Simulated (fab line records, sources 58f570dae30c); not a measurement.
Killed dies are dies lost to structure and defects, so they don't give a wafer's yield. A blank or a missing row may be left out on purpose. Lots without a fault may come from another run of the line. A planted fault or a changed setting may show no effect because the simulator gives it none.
Which tool did it? | flow berkeley_cmos170 | 7 lots, 21 wafers sampled, at 2 steps of a route of 331

WHAT THE GAUGES READ, wafer by wafer
UCB170_NWELL_TW_MEAS_16.
lot  | measured    | on            | NWELL_TW
L118 | day 3 01:19 | film_metro-02 | 1262 1264 1258
L120 | day 3 12:23 | film_metro-01 | 1262 1264 1256
L122 | day 3 18:19 | film_metro-01 | 1258 1257 1254
L126 | day 4 12:01 | film_metro-01 | 1273 1264 1260
L129 | day 5 08:47 | film_metro-02 | 1265 1264 1262
L133 | day 5 14:51 | film_metro-03 | 386 377 400
L136 | day 6 13:29 | film_metro-02 | 386 390 391

WHICH TOOL RAN EACH LOT (tool, then ch and the chambers of the sampled wafers, then the start)
lot  | UCB170_NWELL_DEVELOP_11
L118 | litho_track-04 ch 0, day 3 00:00
L120 | litho_track-04 ch 0, day 3 11:00
L122 | litho_track-03 ch 0, day 3 17:00
L126 | litho_track-04 ch 0, day 4 11:00
L129 | litho_track-03 ch 0, day 5 08:00
L133 | litho_track-03 ch 0, day 5 14:00
L136 | litho_track-03 ch 0, day 6 12:00
- UCB170_NWELL_DEVELOP_11: develop time 45 s.

THE ANSWER, worked out from the rows above alone
Rule: what is usual is taken from the lots themselves. Put in order of their means at a reading, lots are off if they are a third of the lots or fewer, leave a main group of 4 or more, and stand apart from it by a gap of 3 or more times the standard deviation of the main group's means; of several such gaps the widest counts. A main group whose means are all the same, to the digits that the tables above print for the reading, isn't used. A lot without any number at a reading at which 4 lots or more have one is off too. The other lots that the step has rows for count as sound.
Off: L133, L136, at UCB170_NWELL_TW_MEAS_16 (NWELL_TW). The main group: mean 1262, standard deviation 3.1.
A tool fits if, at a process step before that reading, it ran every lot that is off, and no sound lot after the first of them. The gauges at UCB170_NWELL_TW_MEAS_16 are tried like those tools. One fits: litho_track-03 at UCB170_NWELL_DEVELOP_11. Its last sound lot is L129 (day 5 08:00), its first lot that is off L133 (day 5 14:00): a fault that began between those two fits.

WHAT THE SIMULATOR HAD PUT IN
Process parameter drift: litho_track-03, from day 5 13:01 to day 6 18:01, at UCB170_NWELL_DEVELOP_11. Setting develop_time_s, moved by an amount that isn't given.
Lots struck among those shown: L133, L136. The rule above found the same.
